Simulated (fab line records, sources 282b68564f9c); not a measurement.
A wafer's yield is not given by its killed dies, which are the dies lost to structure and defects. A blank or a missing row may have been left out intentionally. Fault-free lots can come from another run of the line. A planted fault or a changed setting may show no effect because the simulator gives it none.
Which tool did it? :: flow ritCmos :: 45 wafers from 15 lots sampled at 5 of the route's 202 steps

## WHAT THE GAUGES SHOWED, per wafer
RIT_ACTIVE_CD_MEAS_11: the cd target is 1400 nm.
lot: L330
measured: day 2 00:35
on: cdSem-01
cdNm (nm): 1399.6 1403.2 1401.2

lot: L331
measured: day 2 05:34
on: cdSem-02
cdNm (nm): 1395.5 1395.1 1397.8

lot: L332
measured: day 2 10:34
on: cdSem-01
cdNm (nm): 1406.0 1403.4 1402.5

lot: L333
measured: day 2 15:26
on: cdSem-01
cdNm (nm): 1399.4 1398.7 1396.7

lot: L334
measured: day 2 20:30
on: cdSem-01
cdNm (nm): 1400.6 1400.8 1398.5

lot: L335
measured: day 3 01:36
on: cdSem-01
cdNm (nm): 1401.6 1402.0 1398.4

lot: L336
measured: day 3 06:35
on: cdSem-02
cdNm (nm): 1397.6 1398.6 1399.4

lot: L339
measured: day 3 23:59
on: cdSem-01
cdNm (nm): 1402.9 1401.8 1403.5

lot: L340
measured: day 4 02:40
on: cdSem-01
cdNm (nm): 1400.1 1399.8 1399.9

lot: L341
measured: day 4 08:58
on: cdSem-01
cdNm (nm): 1400.3 1399.3 1397.6

lot: L342
measured: day 4 12:41
on: cdSem-01
cdNm (nm): 1400.8 1397.2 1399.9

lot: L344
measured: day 4 22:29
on: cdSem-01
cdNm (nm): 1398.8 1397.5 1399.7

lot: L348
measured: day 5 18:29
on: cdSem-01
cdNm (nm): 1401.3 1401.4 1400.3

lot: L349
measured: day 5 23:38
on: cdSem-01
cdNm (nm): 1399.2 1399.0 1400.1

lot: L350
measured: day 6 05:50
on: cdSem-01
cdNm (nm): 1403.1 1403.2 1402.9

RIT_FOX1_THK_MEAS_01.
lot: L330
measured: day 2 02:57
on: filmMetro-03
FOX1_OXIDE_THK (nm): 367 365 365

lot: L331
measured: day 2 07:58
on: filmMetro-04
FOX1_OXIDE_THK (nm): 345 348 349

lot: L332
measured: day 2 12:56
on: filmMetro-03
FOX1_OXIDE_THK (nm): 350 354 346

lot: L333
measured: day 2 17:49
on: filmMetro-04
FOX1_OXIDE_THK (nm): 352 350 346

lot: L334
measured: day 2 23:02
on: filmMetro-03
FOX1_OXIDE_THK (nm): 347 343 346

lot: L335
measured: day 3 04:10
on: filmMetro-04
FOX1_OXIDE_THK (nm): 359 355 356

lot: L336
measured: day 3 13:32
on: filmMetro-04
FOX1_OXIDE_THK (nm): 346 346 345

lot: L339
measured: day 4 02:26
on: filmMetro-04
FOX1_OXIDE_THK (nm): 383 384 387

lot: L340
measured: day 4 05:21
on: filmMetro-02
FOX1_OXIDE_THK (nm): 380 388 387

lot: L341
measured: day 4 11:23
on: filmMetro-04
FOX1_OXIDE_THK (nm): 407 405 406

lot: L342
measured: day 4 15:06
on: filmMetro-04
FOX1_OXIDE_THK (nm): 350 346 351

lot: L344
measured: day 5 00:52
on: filmMetro-04
FOX1_OXIDE_THK (nm): 357 360 362

lot: L348
measured: day 5 21:16
on: filmMetro-02
FOX1_OXIDE_THK (nm): 343 347 348

lot: L349
measured: day 6 02:01
on: filmMetro-03
FOX1_OXIDE_THK (nm): 350 353 347

lot: L350
measured: day 6 08:23
on: filmMetro-04
FOX1_OXIDE_THK (nm): 352 350 358

RIT_WELLDRIVE_RS_MEAS_01: measurement is done with a four-point probe.
lot: L330
measured: day 2 13:45
on: filmMetro-01
NWELL_RS (ohm/sq): 274.8 275.7 275.6

lot: L331
measured: day 2 19:28
on: filmMetro-03
NWELL_RS (ohm/sq): 275.3 275.3 274.8

lot: L332
measured: day 2 23:44
on: filmMetro-03
NWELL_RS (ohm/sq): 274.4 274.0 275.4

lot: L333
measured: day 3 05:54
on: filmMetro-04
NWELL_RS (ohm/sq): 274.1 274.8 274.5

lot: L334
measured: day 3 10:47
on: filmMetro-04
NWELL_RS (ohm/sq): 275.7 275.8 275.9

lot: L335
measured: day 3 18:40
on: filmMetro-04
NWELL_RS (ohm/sq): 276.2 276.5 275.9

lot: L336
measured: day 4 06:07
on: filmMetro-04
NWELL_RS (ohm/sq): 275.1 275.8 275.8

lot: L339
measured: day 4 14:25
on: filmMetro-01
NWELL_RS (ohm/sq): 275.7 275.0 275.5

lot: L340
measured: day 4 16:48
on: filmMetro-01
NWELL_RS (ohm/sq): 275.4 274.8 274.3

lot: L341
measured: day 4 22:06
on: filmMetro-04
NWELL_RS (ohm/sq): 275.1 274.5 275.1

lot: L342
measured: day 5 03:17
on: filmMetro-03
NWELL_RS (ohm/sq): 274.4 274.5 274.1

lot: L344
measured: day 5 11:52
on: filmMetro-04
NWELL_RS (ohm/sq): 274.7 275.7 274.8

lot: L348
measured: day 6 08:40
on: filmMetro-03
NWELL_RS (ohm/sq): 275.7 274.4 275.3

lot: L349
measured: day 6 14:05
on: filmMetro-01
NWELL_RS (ohm/sq): 274.5 274.3 275.8

lot: L350
measured: day 6 19:10
on: filmMetro-01
NWELL_RS (ohm/sq): 276.7 277.0 277.3

## EACH LOT AND THE TOOL THAT RAN IT (in order: tool; ch and the chambers of the sampled wafers; start)
lot: L330
RIT_ACTIVE_STRIP_14: plasmaAsher-02 ch 0,1, day 2 00:58
RIT_FOX1_OXIDATION_00: furnace-02 ch 0, day 2 01:38

lot: L331
RIT_ACTIVE_STRIP_14: plasmaAsher-02 ch 0,1, day 2 05:58
RIT_FOX1_OXIDATION_00: furnace-03 ch 0, day 2 06:39

lot: L332
RIT_ACTIVE_STRIP_14: plasmaAsher-01 ch 0,1, day 2 10:58
RIT_FOX1_OXIDATION_00: furnace-03 ch 0, day 2 11:38

lot: L333
RIT_ACTIVE_STRIP_14: plasmaAsher-01 ch 0,1, day 2 15:51
RIT_FOX1_OXIDATION_00: furnace-03 ch 0, day 2 16:31

lot: L334
RIT_ACTIVE_STRIP_14: plasmaAsher-01 ch 0,1, day 2 20:54
RIT_FOX1_OXIDATION_00: furnace-03 ch 0, day 2 21:42

lot: L335
RIT_ACTIVE_STRIP_14: plasmaAsher-04 ch 0,1, day 3 02:03
RIT_FOX1_OXIDATION_00: furnace-01 ch 0, day 3 02:50

lot: L336
RIT_ACTIVE_STRIP_14: plasmaAsher-01 ch 0,1, day 3 06:59
RIT_FOX1_OXIDATION_00: furnace-01 ch 0, day 3 12:13

lot: L339
RIT_ACTIVE_STRIP_14: plasmaAsher-01 ch 0, day 4 00:27
RIT_FOX1_OXIDATION_00: furnace-03 ch 0, day 4 01:07

lot: L340
RIT_ACTIVE_STRIP_14: plasmaAsher-04 ch 0,1, day 4 03:04
RIT_FOX1_OXIDATION_00: furnace-03 ch 0, day 4 04:02

lot: L341
RIT_ACTIVE_STRIP_14: plasmaAsher-04 ch 0,1, day 4 09:25
RIT_FOX1_OXIDATION_00: furnace-03 ch 0, day 4 10:03

lot: L342
RIT_ACTIVE_STRIP_14: plasmaAsher-01 ch 0,1, day 4 13:06
RIT_FOX1_OXIDATION_00: furnace-01 ch 0, day 4 13:47

lot: L344
RIT_ACTIVE_STRIP_14: plasmaAsher-02 ch 0,1, day 4 22:54
RIT_FOX1_OXIDATION_00: furnace-01 ch 0, day 4 23:31

lot: L348
RIT_ACTIVE_STRIP_14: plasmaAsher-04 ch 0,1, day 5 18:53
RIT_FOX1_OXIDATION_00: furnace-01 ch 0, day 5 19:56

lot: L349
RIT_ACTIVE_STRIP_14: plasmaAsher-01 ch 0,1, day 6 00:02
RIT_FOX1_OXIDATION_00: furnace-01 ch 0, day 6 00:42

lot: L350
RIT_ACTIVE_STRIP_14: plasmaAsher-02 ch 0,1, day 6 06:16
RIT_FOX1_OXIDATION_00: furnace-02 ch 0, day 6 07:03
- RIT_ACTIVE_STRIP_14: strips in O2, time 180 s.
- RIT_FOX1_OXIDATION_00: target thk 350.7 nm, ox time 1130 s.

## WHAT THE TOOLS THEMSELVES READ (means of the sampled wafers that have a number; where no wafer has one, the mark that the record gives instead)
RIT_ACTIVE_STRIP_14.
lot: L330
tool: plasmaAsher-02
drypumpMotorCurrentA (A): 5.4

lot: L331
tool: plasmaAsher-02
drypumpMotorCurrentA (A): 5.4

lot: L332
tool: plasmaAsher-01
drypumpMotorCurrentA (A): 6.2

lot: L333
tool: plasmaAsher-01
drypumpMotorCurrentA (A): 6.2

lot: L334
tool: plasmaAsher-01
drypumpMotorCurrentA (A): 6.2

lot: L335
tool: plasmaAsher-04
drypumpMotorCurrentA (A): 5.5

lot: L336
tool: plasmaAsher-01
drypumpMotorCurrentA (A): 6.2

lot: L339
tool: plasmaAsher-01
drypumpMotorCurrentA (A): 6.2

lot: L340
tool: plasmaAsher-04
drypumpMotorCurrentA (A): 5.5

lot: L341
tool: plasmaAsher-04
drypumpMotorCurrentA (A): 5.4

lot: L342
tool: plasmaAsher-01
drypumpMotorCurrentA (A): 6.2

lot: L344
tool: plasmaAsher-02
drypumpMotorCurrentA (A): 5.5

lot: L348
tool: plasmaAsher-04
drypumpMotorCurrentA (A): 5.4

lot: L349
tool: plasmaAsher-01
drypumpMotorCurrentA (A): 6.2

lot: L350
tool: plasmaAsher-02
drypumpMotorCurrentA (A): 5.4

RIT_FOX1_OXIDATION_00.
lot: L330
tool: furnace-02
spikeTcCentreC (C): 1104.1
spikeTcLoadC (C): 1123.8
spikeTcSourceC (C): 1125.4
tubeCenterTempC (C): 1100
tube_center_temp_C_max: 1102.4
zonePowerSourcePct (%): 46.0

lot: L331
tool: furnace-03
spikeTcCentreC (C): 1102.6
spikeTcLoadC (C): 1129.4
spikeTcSourceC (C): 1123.2
tubeCenterTempC (C): 1100
tube_center_temp_C_max: 1103.0
zonePowerSourcePct (%): 46.7

lot: L332
tool: furnace-03
spikeTcCentreC (C): 1103.2
spikeTcLoadC (C): 1128.3
spikeTcSourceC (C): 1123.5
tubeCenterTempC (C): 1100
tube_center_temp_C_max: 1103.1
zonePowerSourcePct (%): 46.4

lot: L333
tool: furnace-03
spikeTcCentreC (C): 1103.1
spikeTcLoadC (C): 1128.7
spikeTcSourceC (C): 1123.5
tubeCenterTempC (C): 1100
tube_center_temp_C_max: 1102.5
zonePowerSourcePct (%): 46.4

lot: L334
tool: furnace-03
spikeTcCentreC (C): 1102.0
spikeTcLoadC (C): 1129.4
spikeTcSourceC (C): 1124.2
tubeCenterTempC (C): 1100
tube_center_temp_C_max: 1102.7
zonePowerSourcePct (%): 46.8

lot: L335
tool: furnace-01
spikeTcCentreC (C): 1103.2
spikeTcLoadC (C): 1127.4
spikeTcSourceC (C): 1123.9
tubeCenterTempC (C): 1100
tube_center_temp_C_max: 1102.7
zonePowerSourcePct (%): 47.4

lot: L336
tool: furnace-01
spikeTcCentreC (C): 1103.0
spikeTcLoadC (C): 1126.9
spikeTcSourceC (C): 1123.9
tubeCenterTempC (C): 1100
tube_center_temp_C_max: 1102.8
zonePowerSourcePct (%): 47.6

lot: L339
tool: furnace-03
spikeTcCentreC (C): 1125.8
spikeTcLoadC (C): 1153.5
spikeTcSourceC (C): 1149.6
tubeCenterTempC (C): 1125
tube_center_temp_C_max: 1127.5
zonePowerSourcePct (%): 49.0

lot: L340
tool: furnace-03
spikeTcCentreC (C): 1127.0
spikeTcLoadC (C): 1153.1
spikeTcSourceC (C): 1149.8
tubeCenterTempC (C): 1125
tube_center_temp_C_max: 1127.3
zonePowerSourcePct (%): 48.9

lot: L341
tool: furnace-03
spikeTcCentreC (C): 1127.9
spikeTcLoadC (C): 1153.9
spikeTcSourceC (C): 1148.9
tubeCenterTempC (C): 1125
tube_center_temp_C_max: 1127.6
zonePowerSourcePct (%): 48.4

lot: L342
tool: furnace-01
spikeTcCentreC (C): 1103.2
spikeTcLoadC (C): 1125.9
spikeTcSourceC (C): 1123.6
tubeCenterTempC (C): 1100
tube_center_temp_C_max: 1102.5
zonePowerSourcePct (%): 47.6

lot: L344
tool: furnace-01
spikeTcCentreC (C): 1104.1
spikeTcLoadC (C): 1126.8
spikeTcSourceC (C): 1124.2
tubeCenterTempC (C): 1100
tube_center_temp_C_max: 1102.6
zonePowerSourcePct (%): 46.8

lot: L348
tool: furnace-01
spikeTcCentreC (C): 1103.5
spikeTcLoadC (C): 1126.7
spikeTcSourceC (C): 1123.7
tubeCenterTempC (C): 1100
tube_center_temp_C_max: 1102.6
zonePowerSourcePct (%): 47.0

lot: L349
tool: furnace-01
spikeTcCentreC (C): 1103.8
spikeTcLoadC (C): 1127.2
spikeTcSourceC (C): 1123.4
tubeCenterTempC (C): 1100
tube_center_temp_C_max: 1102.7
zonePowerSourcePct (%): 47.5

lot: L350
tool: furnace-02
spikeTcCentreC (C): 1104.4
spikeTcLoadC (C): 1121.9
spikeTcSourceC (C): 1124.9
tubeCenterTempC (C): 1100
tube_center_temp_C_max: 1102.7
zonePowerSourcePct (%): 45.6

## THE ANSWER, worked out from the rows above alone
Rule: the usual values come from the lots themselves. Put in order of their means at a reading, lots are off if they are a third of the lots or fewer, leave a main group of 4 or more, and stand apart from it by a gap of 3 or more times the standard deviation of the main group's means; of several such gaps the widest counts. A main group is skipped when, at the precision printed for the reading in the tables above, its means are all equal. Also off: a lot with no number at a reading for which 4 or more lots have one. Any other lot the step has rows for is counted as sound. After the gauges, taken in route order, come the tools' own readings; for these a lot's mean is taken, as printed above. The first step at which some lot is off is used, and at that step the reading that is off furthest; a lot without a number counts as furthest.
Off: L339, L340, L341, seen at RIT_FOX1_THK_MEAS_01 (FOX1_OXIDE_THK). Main group: mean 352 nm, sd 6.
If a tool, at a process step before that reading, ran all the lots that are off and no sound lot after the first of them, it fits. The gauges at RIT_FOX1_THK_MEAS_01 aren't tried: what is off there is off at RIT_FOX1_OXIDATION_00 too, on other tools, and a gauge's error can't cause that. One candidate fits, namely furnace-03 at RIT_FOX1_OXIDATION_00. Its last sound lot is L334 (day 2 21:42), its first lot that is off L339 (day 4 01:07): a fault that began between those two fits.
The tool's own readings at RIT_FOX1_OXIDATION_00 bear it out: on the lots that are off they differ by more than 5 times the standard deviation of the sound lots' means. spikeTcCentreC reads 1126.9 C there against 1103.3 C on the sound lots; spikeTcLoadC reads 1153.5 C there against 1126.9 C on the sound lots; spikeTcSourceC reads 1149.4 C there against 1124.0 C on the sound lots; tubeCenterTempC reads 1125 C there against 1100 C on the sound lots; tube_center_temp_C_max reads 1127.5 there against 1102.7 on the sound lots.

## WHAT THE SIMULATOR HAD PUT IN
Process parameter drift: furnace-03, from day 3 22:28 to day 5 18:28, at RIT_FOX1_OXIDATION_00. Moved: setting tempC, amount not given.
Lots struck among those shown: L339, L340, L341. The rule given above showed the same thing.
